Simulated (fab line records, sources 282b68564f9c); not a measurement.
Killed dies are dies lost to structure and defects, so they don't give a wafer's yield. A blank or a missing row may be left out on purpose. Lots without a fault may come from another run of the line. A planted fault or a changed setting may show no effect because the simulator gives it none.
Which tool did it? | flow rit_cmos | 14 lots, 42 wafers sampled, at 4 steps of a route of 202

WHAT THE GAUGES READ, wafer by wafer
RIT_GATE_CD_MEAS_16: target cd 150 nm. Usual: cd_nm 150.3 nm, standard deviation 2.2.
lot  | measured    | on        | cd_nm (nm)        | flag
L330 | day 2 12:24 | cd_sem-01 | 153.0 150.7 152.2 |
L331 | day 2 17:02 | cd_sem-02 | 148.9 146.7 146.5 |
L332 | day 2 23:21 | cd_sem-02 | 148.4 148.7 150.9 |
L333 | day 3 05:01 | cd_sem-01 | 154.5 151.9 155.3 |
L334 | day 3 09:34 | cd_sem-01 | 150.9 150.4 151.4 |
L336 | day 3 17:41 | cd_sem-02 | 152.4 149.2 150.3 |
L337 | day 4 00:05 | cd_sem-02 | 151.7 150.9 149.0 |
L339 | day 4 09:41 | cd_sem-02 | 146.5 148.6 145.7 |
L343 | day 5 06:13 | cd_sem-01 | 151.4 151.9 153.5 |
L345 | day 5 18:15 | cd_sem-02 | 150.4 148.7 149.0 |
L346 | day 5 21:42 | cd_sem-02 | 149.3 150.8 151.1 |
L347 | day 6 02:54 | cd_sem-01 | 152.2 150.8 151.2 |
L348 | day 6 07:29 | cd_sem-01 | 155.0 154.2 155.5 |
L352 | day 7 03:01 | cd_sem-01 | 149.2 149.6 151.3 |

RIT_M1_CD_MEAS_09: target cd 2600 nm. Usual: cd_nm 2600.8 nm, standard deviation 2.1.
lot  | measured    | on        | cd_nm (nm)           | flag
L330 | day 3 06:16 | cd_sem-01 | 2603.2 2600.9 2601.5 |
L331 | day 3 10:20 | cd_sem-01 | 2597.9 2597.0 2597.8 |
L332 | day 3 17:27 | cd_sem-01 | 2600.2 2600.0 2601.9 |
L333 | day 3 23:46 | cd_sem-01 | 2599.4 2601.2 2600.7 |
L334 | day 4 03:05 | cd_sem-01 | 2602.0 2600.5 2599.3 |
L336 | day 4 11:23 | cd_sem-02 | 2600.4 2601.6 2598.3 |
L337 | day 4 17:53 | cd_sem-01 | 2600.4 2598.9 2599.8 |
L339 | day 5 03:27 | cd_sem-02 | 2600.4 2600.4 2600.6 |
L343 | day 6 01:33 | cd_sem-01 | 2601.8 2600.1 2600.6 |
L345 | day 6 11:52 | cd_sem-01 | 2602.9 2601.2 2602.4 |
L346 | day 6 14:54 | cd_sem-02 | 2600.2 2598.5 2598.5 |
L347 | day 6 20:22 | cd_sem-01 | 2601.5 2603.0 2603.1 |
L348 | day 7 01:42 | cd_sem-01 | 2600.9 2601.7 2600.1 |
L352 | day 7 20:33 | cd_sem-01 | 2602.6 2603.0 2603.3 |

WHICH TOOL RAN EACH LOT (tool, then ch and the chambers of the sampled wafers, then the start)
lot  | RIT_PRETRO_STRIP_09                 | RIT_PSD_STRIP_09
L330 | plasma_asher-02 ch 0,1, day 2 07:29 | plasma_asher-02 ch 0, day 3 00:58
L331 | plasma_asher-02 ch 0,1, day 2 12:21 | plasma_asher-04 ch 0,1, day 3 04:59
L332 | plasma_asher-04 ch 0, day 2 18:04   | plasma_asher-04 ch 0,1, day 3 11:50
L333 | plasma_asher-01 ch 0, day 2 23:25   | plasma_asher-03 ch 0,1, day 3 18:04
L334 | plasma_asher-04 ch 1, day 3 03:32   | plasma_asher-04 ch 0,1, day 3 21:22
L336 | plasma_asher-04 ch 0,1, day 3 12:55 | plasma_asher-04 ch 0,1, day 4 05:59
L337 | plasma_asher-04 ch 0,1, day 3 18:22 | plasma_asher-04 ch 0,1, day 4 12:28
L339 | plasma_asher-01 ch 0,1, day 4 04:56 | plasma_asher-04 ch 0,1, day 4 21:45
L343 | plasma_asher-02 ch 0,1, day 5 01:08 | plasma_asher-03 ch 0,1, day 5 19:47
L345 | plasma_asher-04 ch 0,1, day 5 11:19 | plasma_asher-03 ch 0,1, day 6 06:28
L346 | plasma_asher-04 ch 0,1, day 5 16:13 | plasma_asher-04 ch 0,1, day 6 09:22
L347 | plasma_asher-01 ch 0,1, day 5 22:07 | plasma_asher-03 ch 0,1, day 6 14:58
L348 | plasma_asher-01 ch 0,1, day 6 02:21 | plasma_asher-04 ch 0,1, day 6 20:19
L352 | plasma_asher-02 ch 0,1, day 6 22:10 | plasma_asher-02 ch 0,1, day 7 15:19
- RIT_PRETRO_STRIP_09: strips in O2, time 180 s.
- RIT_PSD_STRIP_09: strips in O2, time 180 s.

WHAT THE TOOLS THEMSELVES READ (means of the sampled wafers that have a number; where no wafer has one, the mark that the record gives instead)
RIT_PRETRO_STRIP_09. Usual: drypump_motor_current_A 5.8 A, standard deviation 0.53; rf_refl_power_W 6.1 W, standard deviation 1.4.
lot  | tool            | drypump_motor_current_A (A) | rf_refl_power_W (W) | flag
L330 | plasma_asher-02 | 5.8                         | 7.6                 |
L331 | plasma_asher-02 | 5.3                         | 7.2                 |
L332 | plasma_asher-04 | 5.8                         | 4.5                 |
L333 | plasma_asher-01 | 5.2                         | 4.4                 |
L334 | plasma_asher-04 | 6.5                         | 6.2                 |
L336 | plasma_asher-04 | 6.0                         | 5.0                 |
L337 | plasma_asher-04 | 6.0                         | 5.2                 |
L339 | plasma_asher-01 | 5.5                         | 5.3                 |
L343 | plasma_asher-02 | 5.8                         | 7.8                 |
L345 | plasma_asher-04 | 6.0                         | 5.3                 |
L346 | plasma_asher-04 | 6.3                         | 6.0                 |
L347 | plasma_asher-01 | 5.4                         | 5.4                 |
L348 | plasma_asher-01 | 5.5                         | 5.4                 |
L352 | plasma_asher-02 | 5.3                         | 7.1                 |

RIT_PSD_STRIP_09. Usual: drypump_motor_current_A 5.9 A, standard deviation 0.57; rf_refl_power_W 5.9 W, standard deviation 1.5.
lot  | tool            | drypump_motor_current_A (A) | rf_refl_power_W (W) | flag
L330 | plasma_asher-02 | 6.2                         | 8.4                 |
L331 | plasma_asher-04 | 6.3                         | 5.9                 |
L332 | plasma_asher-04 | 6.0                         | 5.2                 |
L333 | plasma_asher-03 | 5.3                         | 6.7                 |
L334 | plasma_asher-04 | 6.3                         | 5.8                 |
L336 | plasma_asher-04 | 6.0                         | 5.3                 |
L337 | plasma_asher-04 | 6.0                         | 5.2                 |
L339 | plasma_asher-04 | 6.0                         | 5.2                 |
L343 | plasma_asher-03 | 5.3                         | 6.6                 |
L345 | plasma_asher-03 | 5.3                         | 6.7                 |
L346 | plasma_asher-04 | 6.0                         | 5.2                 |
L347 | plasma_asher-03 | 5.7                         | 5.3                 |
L348 | plasma_asher-04 | 6.0                         | 5.1                 |
L352 | plasma_asher-02 | 5.3                         | 7.0                 |

THE ANSWER, worked out from the rows above alone
Rule: a lot is off if the mean of its wafers that have a number lies more than 3 standard deviations from the usual mean. A lot without any number at a reading at which 4 lots or more have one is off too. The other lots that the step has rows for count as sound. The gauges are gone through in route order, then the tools' own readings, and for those a lot's mean is taken as printed above. The first step at which some lot is off is used, and at that step the reading that is off furthest; a lot without a number counts as furthest.
No lot is off at any reading shown: from this, nothing can be told.

WHAT THE SIMULATOR HAD PUT IN
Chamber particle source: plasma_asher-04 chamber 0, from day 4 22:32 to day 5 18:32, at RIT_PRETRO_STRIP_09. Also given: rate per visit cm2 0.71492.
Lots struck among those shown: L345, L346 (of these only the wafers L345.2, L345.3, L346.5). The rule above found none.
